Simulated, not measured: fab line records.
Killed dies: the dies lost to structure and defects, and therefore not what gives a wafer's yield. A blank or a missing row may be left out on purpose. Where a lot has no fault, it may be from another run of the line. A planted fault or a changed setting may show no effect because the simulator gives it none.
Lot-split experiment -- flow berkeley-cmos170 -- 27 wafers read across 5 lots, on a route 331 steps long

ON THE SPLIT
At UCB170_SILICIDE_SPUTTER_01 (material Ti, target thk 30 nm, time 25 s), the setting time-s was moved away from the recipe's 25 s on 9 of the 27 wafers read, by -25.6% to +30.7%. For the rest of the wafers, this setting stayed at what the recipe calls for.

FROM THE SPLIT TO THE READING: what the file shows between them, 1 step
- UCB170_SILICIDE_RS_MEAS_02: measures by four-point-probe

THE READING
SILICIDE_TI_THK, in nm, at UCB170_SILICIDE_THK_MEAS_03 (measures by xrf). A value of 30.1 nm with a standard deviation of 0.46 nm is what fault-free wafers of this fab line usually give.

wafer,"tool, chamber at the split","time-s as run, s",against the recipe,"SILICIDE_TI_THK, nm",against lot-mates on the recipe
L075.1,"pvd-sputter-01, -",18.59,-25.6%,22.8,-7.4
L075.2,"pvd-sputter-01, -",25,recipe,30.1,-
L075.3,"pvd-sputter-01, -",18.59,-25.6%,22.9,-7.3
L075.4,"pvd-sputter-01, -",25,recipe,30.3,-
L075.5,"pvd-sputter-01, -",18.59,-25.6%,22.6,-7.6
L075.6,"pvd-sputter-01, -",25,recipe,30.3,-
L077.1,"pvd-sputter-03, -",25,recipe,29.8,-
L077.2,"pvd-sputter-03, -",18.7,-25.2%,21.5,-8.1
L077.3,"pvd-sputter-03, -",18.7,-25.2%,22.1,-7.5
L077.4,"pvd-sputter-03, -",25,recipe,29.3,-
L077.5,"pvd-sputter-03, -",25,recipe,29.6,-
L077.6,"pvd-sputter-03, -",18.7,-25.2%,21.8,-7.8
L079.1,"pvd-sputter-03, -",25,recipe,29.8,-
L079.2,"pvd-sputter-03, -",25,recipe,30.6,-
L079.3,"pvd-sputter-03, -",25,recipe,30.7,-
L079.4,"pvd-sputter-03, -",25,recipe,29.9,-
L079.5,"pvd-sputter-03, -",25,recipe,30.1,-
L079.6,"pvd-sputter-03, -",25,recipe,30.7,-
L081.1,"pvd-sputter-04, -",32.68,+30.7%,39.3,+8.9
L081.2,"pvd-sputter-04, -",32.68,+30.7%,39.8,+9.4
L081.3,"pvd-sputter-04, -",25,recipe,30.6,-
L081.4,"pvd-sputter-04, -",32.68,+30.7%,40.0,+9.6
L081.5,"pvd-sputter-04, -",25,recipe,30.5,-
L081.6,"pvd-sputter-04, -",25,recipe,30.2,-
L085.1,"pvd-sputter-04, -",25,recipe,30.5,-
L085.3,"pvd-sputter-04, -",25,recipe,29.9,-
L085.4,"pvd-sputter-04, -",25,recipe,30.3,-

FIT RESULTS
A straight line over all 27 wafers: SILICIDE_TI_THK changes by +0.31 nm for each +1% of time-s; r = +1.00; the points scatter about the line by 0.45 nm.
The same after taking each lot's own level away (the mean of its wafers on the recipe; 27 wafers): +0.301 nm for each +1%; r = +1.00; scatter 0.29 nm.
Per that fit: largest time-s move, reading shift of 9.2 nm.
The span of the lots' own levels, 29.57 to 30.43 nm, comes to 1.9 times the standard deviation stated above.
Consequently the slope shifts little with the lot-to-lot level, the two slopes agreeing.
Check: with one of the wafers moved furthest among these (+30.7%) left out of the fit, the line predicts +9.34 nm for it against its lot-mates. It came out at +8.87 nm against them.

ADDITIONAL SPLITS CARRIED BY THESE WAFERS
Before the reading, these wafers also passed through other splits. Each is held against what the fit with the lots' levels taken away leaves over:
other split on the same wafers,wafers away from the commonest value,r with SILICIDE_TI_THK (lot level and that fit taken away)
UCB170_FIELD_OXIDATION_01 ox-time-s,21,-0.19
UCB170_SPACER_CVD_00 time-s,12,-0.01

THE WHOLE CHAIN: every reading that the file lists as answering this split, in the file's order
step,what it does,reading,change (the file's fit),r (the file's)
UCB170_SILICIDE_SPUTTER_01,"material Ti, target thk 30 nm, time 25 s","Ti_of_SILICIDE_SPUTTER_01.thk-nm (the simulator's own value, which no gauge read)",+0.298 nm for each +1% of the setting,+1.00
UCB170_SILICIDE_RS_MEAS_02,measures by four-point-probe,SILICIDE_TI_RS,-0.349 for each +1% of the setting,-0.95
UCB170_SILICIDE_THK_MEAS_03,measures by xrf,SILICIDE_TI_THK,+0.301 for each +1% of the setting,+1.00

FILE'S OWN FIT
SILICIDE_TI_THK changes by +0.301 nm for each +1% of time-s, r = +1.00.
